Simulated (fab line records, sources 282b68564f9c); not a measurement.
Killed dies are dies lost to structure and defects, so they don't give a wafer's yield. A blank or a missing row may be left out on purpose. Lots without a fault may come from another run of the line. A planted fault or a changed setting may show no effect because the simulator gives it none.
fab line records | flow rit_cmos | part 2 of 2: steps 29 to 29 of 29
record lots=5 wafers=23
route steps=202 shown GATE@91 REOX@101 NLDD@111 PLDD@116 SPACER@125 NSD@132 PSD@150 SDANNEAL@155 CONTACT@168 M1@188
start_h: hours from the record's first day to the start of the lot's first wafer shown | wait_h: hours since the lot's step before | " the same as in the row above | L1.1+2: a row that stands for several wafers | - no value, or no start given | * or withheld: withheld | < > ~ a bound
route shown NAME@n: a module of which the file shows steps, and the number in the route of the first | usual: mean/standard deviation of fault-free wafers | same: alike in all rows | chamber/n: place in a boat | sites: the reading at each site | _std_site: their standard deviation | _edge_site: outer sites' mean less inner sites' | radius_mm: how far each site lies from the wafer's centre | mask NAME#n: copy n | behind: the tool/chamber that last shaped the wafer | hold: why the lot was held/for how many hours/how that ended | device: the transistor (n, p or np) that didn't switch | end of line: the same wafers' tests at the end of the route | a step without rows: its recipe alone | killed: dies lost to structure and defects at the first sort, not the wafer's yield | map: a wafer's dies, x killed, . not, _ none there
set.NAME: the setting as run; set.NAME@STEP: as run at that earlier step | model.NAME: the simulator's own value behind a step, which no gauge read
lots whose settings were changed on purpose; a table a step, a row a wafer
## steps
# step RIT_M1_PROBE_99
# usual killed_at_front_end=8/3.4 killed_dies=8/3.4 killed_open=3.6/2.4 killed_short=4.0/1.9
# same gross_dies=264 killed_at_M0_to_M3=0 killed_at_M4_up=0 killed_at_back_side=0 killed_at_contacts=0 killed_at_other=0
# columns lot.wafer tool chamber start_h wait_h set.temp_c@REOX_OXIDATION_03 killed_at_front_end killed_dies killed_open killed_short model.etest.pldd.rs_ohm_sq model.etest.pmos_turned.r_on_ohm_um
L075.1 prober-02 - 63.58 0.1 877.4 18 18 12 6 320 2583
L075.2 prober-02 - 63.63 0.1 877.4 14 14 6 8 310.6 2594
L075.4 prober-02 - 63.73 0.2 877.4 5 5 3 2 315.6 2609
L075.5 prober-02 - 63.78 0.2 877.4 5 5 4 1 316.9 2646
L075.6 prober-02 - 63.83 0.2 877.4 5 5 2 3 310.6 2573
L076.1 prober-01 - 67.74 0.1 881.4 8 8 4 4 346 2560
L076.2 prober-01 - 67.79 0.1 881.4 11 11 5 3 350.2 2908
L076.3 prober-01 - 67.84 0.2 881.4 3 3 2 1 338.9 2662
L076.4 prober-01 - 67.89 0.2 881.4 6 6 2 4 358.1 2748
L076.6 prober-01 - 67.99 0.2 881.4 3 3 1 1 351.6 2978
L078.1 prober-01 - 76.40 0.1 882.7 15 15 9 5 - -
L078.2 prober-01 - 76.45 0.1 882.7 7 7 2 5 - -
L078.3 prober-01 - 76.50 0.2 882.7 11 11 4 7 - -
L078.4 prober-01 - 76.55 0.2 882.7 13 13 9 4 - -
L078.5 prober-01 - 76.60 0.2 882.7 7 7 5 2 - -
L081.1 prober-02 - 91.40 0.1 910.6 5 5 1 4 - -
L081.2 prober-02 - 91.45 0.1 910.6 8 8 4 4 - -
L081.3 prober-02 - 91.50 0.2 910.6 7 7 2 2 - -
L081.4 prober-02 - 91.55 0.2 910.6 5 5 2 2 - -
L081.5 prober-02 - 91.60 0.2 910.6 6 6 2 4 - -
L085.1 prober-02 - 113.67 0.1 900 8 8 4 4 577.3 3582
L085.4 prober-02 - 113.82 0.2 900 7 7 4 3 573 3544
L085.6 prober-02 - 113.92 0.2 900 15 15 7 8 558.2 3565
# killed by level:class
L075.1 FOX1:geometric_particle:open=3 FOX2:geometric_particle:open=3 SPACER:geometric_particle:short=3 GATE:geometric_particle:open=2 SPACER:geometric_particle:open=2 FOX1:geometric_particle:short=1 SILICIDE:geometric_particle:open=1 GATE:geometric_particle:short=1
L075.2 SILICIDE:geometric_particle:short=4 FOX1:geometric_particle:short=2 FOX2:geometric_particle:open=2 GATE:geometric_particle:open=2 GATE:geometric_particle:short=1 REOX:geometric_particle:open=1 SILICIDE:geometric_particle:open=1 SPACER:geometric_particle:short=1
L075.4 FOX2:geometric_particle:short=2 FOX1:geometric_particle:open=1 FOX2:geometric_particle:open=1 REOX:geometric_particle:open=1
L075.5 FOX1:geometric_particle:open=2 SILICIDE:geometric_particle:open=2 REOX:geometric_particle:short=1
L075.6 SPACER:geometric_particle:short=2 FOX1:geometric_particle:open=1 SPACER:geometric_particle:open=1 SILICIDE:geometric_particle:short=1
L076.1 FOX1:geometric_particle:open=2 SPACER:geometric_particle:short=2 FOX1:geometric_particle:short=1 GATE:geometric_particle:short=1 SPACER:geometric_particle:open=1 SILICIDE:geometric_particle:open=1
L076.2 GATE:area_develop=3 GATE:geometric_particle:open=2 SPACER:geometric_particle:open=2 FOX1:geometric_particle:short=1 FOX1:geometric_particle:open=1 REOX:geometric_particle:short=1 SPACER:geometric_particle:short=1
L076.3 FOX1:geometric_particle:open=1 SPACER:geometric_particle:open=1 SPACER:geometric_particle:short=1
L076.4 FOX1:geometric_particle:short=2 SPACER:geometric_particle:short=2 FOX1:geometric_particle:open=1 SPACER:geometric_particle:open=1
L076.6 FOX1:geometric_particle:open=1 GATE:geometric_particle:short=1 GATE:area_develop=1
L078.1 GATE:geometric_particle:open=5 FOX1:geometric_particle:short=3 FOX1:geometric_particle:open=2 GATE:geometric_particle:short=2 REOX:geometric_particle:open=1 SPACER:geometric_particle:open=1 GATE:area_develop=1
L078.2 FOX1:geometric_particle:short=4 GATE:geometric_particle:open=2 REOX:geometric_particle:short=1
L078.3 GATE:geometric_particle:short=3 GATE:geometric_particle:open=3 SPACER:geometric_particle:short=2 FOX1:geometric_particle:short=1 REOX:geometric_particle:short=1 SILICIDE:geometric_particle:open=1
L078.4 FOX1:geometric_particle:open=3 FOX2:geometric_particle:open=3 GATE:geometric_particle:short=2 FOX1:geometric_particle:short=1 GATE:geometric_particle:open=1 SPACER:geometric_particle:open=1 SILICIDE:geometric_particle:short=1 SILICIDE:geometric_particle:open=1
L078.5 FOX1:geometric_particle:open=2 FOX1:geometric_particle:short=1 GATE:geometric_particle:short=1 REOX:geometric_particle:open=1 SPACER:geometric_particle:open=1 SILICIDE:geometric_particle:open=1
L081.1 FOX1:geometric_particle:short=3 FOX1:geometric_particle:open=1 SPACER:geometric_particle:short=1
L081.2 REOX:geometric_particle:short=2 FOX1:geometric_particle:short=1 FOX1:geometric_particle:open=1 GATE:geometric_particle:open=1 SPACER:geometric_particle:short=1 SPACER:geometric_particle:open=1 SILICIDE:geometric_particle:open=1
L081.3 GATE:area_develop=3 REOX:geometric_particle:open=2 FOX1:geometric_particle:short=1 GATE:geometric_particle:short=1
L081.4 GATE:geometric_particle:open=1 GATE:geometric_particle:short=1 REOX:geometric_particle:short=1 SPACER:geometric_particle:open=1 GATE:area_develop=1
L081.5 FOX1:geometric_particle:short=1 GATE:geometric_particle:short=1 GATE:geometric_particle:open=1 REOX:geometric_particle:short=1 SPACER:geometric_particle:short=1 SPACER:geometric_particle:open=1
L085.1 GATE:geometric_particle:open=2 SPACER:geometric_particle:short=2 GATE:geometric_particle:short=1 REOX:geometric_particle:short=1 SPACER:geometric_particle:open=1 SILICIDE:geometric_particle:open=1
L085.4 GATE:geometric_particle:open=2 GATE:geometric_particle:short=1 REOX:geometric_particle:short=1 REOX:geometric_particle:open=1 SPACER:geometric_particle:short=1 SILICIDE:geometric_particle:open=1
L085.6 GATE:geometric_particle:open=4 FOX2:geometric_particle:short=3 GATE:geometric_particle:short=3 FOX1:geometric_particle:short=2 FOX1:geometric_particle:open=1 REOX:geometric_particle:open=1 SPACER:geometric_particle:open=1
## key
split step=RIT_GATE_DEVELOP_15 setting=develop_time_s stated=50 by=wafer
response step=RIT_GATE_CD_MEAS_16 reading=cd_nm change=-1.76 per=1% r=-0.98
response step=RIT_GATE_ETCH_19 reading=model.GATE.cd_nm change=-1.74 per=1% r=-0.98
response step=RIT_GATE_CD_MEAS_90 reading=cd_nm change=-1.72 per=1% r=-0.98
split step=RIT_GATE_ETCH_19 setting=time_s stated=165 by=wafer
response none clear
split step=RIT_REOX_OXIDATION_03 setting=temp_c stated=900 by=lot
response step=RIT_REOX_OXIDATION_03 reading=model.SiO2_of_REOX_OXIDATION_03.thk_nm change=+2.36 per=1% r=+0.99
response step=RIT_REOX_THK_MEAS_04 reading=REOX_OXIDE_THK change=+2.37 per=1% r=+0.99
response step=RIT_SPACER_CLEAN_00 reading=model.SiO2_of_REOX_OXIDATION_03.thk_nm change=+2.14 per=1% r=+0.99
response step=RIT_M1_PROBE_99 reading=model.etest.pmos_turned.r_on_ohm_um change=+384 per=1% r=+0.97
response step=RIT_M1_PROBE_99 reading=model.etest.pldd.rs_ohm_sq change=+103 per=1% r=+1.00
split step=RIT_NLDD_IMPLANT_08 setting=energy_kev stated=20 by=wafer
response step=RIT_NLDD_IMPLANT_08 reading=model.implant.drp_nm change=+0.0786 per=1% r=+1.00
split step=RIT_PLDD_SOFTBAKE_02 setting=temp_c stated=90 by=wafer
response step=RIT_PLDD_DEVELOP_05 reading=model.NOVOLAK_of_PLDD_COAT_01.thk_nm change=-2.39 per=1% r=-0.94
split step=RIT_SPACER_CLEAN_00 setting=time_s stated=600 by=lot
response none clear
split step=RIT_NSD_COAT_01 setting=spin_rpm stated=3250 by=wafer
response step=RIT_NSD_COAT_01 reading=model.NOVOLAK_of_NSD_COAT_01.thk_nm change=-4.73 per=1% r=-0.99
response step=RIT_NSD_HARDBAKE_07 reading=model.NOVOLAK_of_NSD_COAT_01.thk_nm change=-4.14 per=1% r=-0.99
split step=RIT_NSD_IMPLANT_08 setting=dose_cm2 stated=1e+15 by=wafer
response step=RIT_SDANNEAL_RS_MEAS_05 reading=NSD_RS change=-0.681 per=1% r=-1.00
split step=RIT_PSD_IMPLANT_08 setting=energy_kev stated=27 by=wafer
response step=RIT_PSD_IMPLANT_08 reading=model.implant.rp_nm change=+0.177 per=1% r=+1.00
response step=RIT_PSD_IMPLANT_08 reading=model.implant.drp_nm change=+0.085 per=1% r=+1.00
response step=RIT_SDANNEAL_RS_MEAS_04 reading=PSD_RS change=-0.611 per=1% r=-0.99
split step=RIT_CONTACT_CVD_00 setting=time_s stated=61 by=wafer
response step=RIT_CONTACT_CVD_00 reading=model.SiO2_of_CONTACT_CVD_00.thk_nm change=+3.79 per=1% r=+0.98
response step=RIT_CONTACT_THK_MEAS_01 reading=CONTACT_TEOS_THK change=+3.77 per=1% r=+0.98
split step=RIT_M1_COAT_04 setting=resist_thk_nm stated=1300 by=wafer
response step=RIT_M1_COAT_04 reading=model.NOVOLAK_of_M1_COAT_04.thk_nm change=+12.7 per=1% r=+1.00
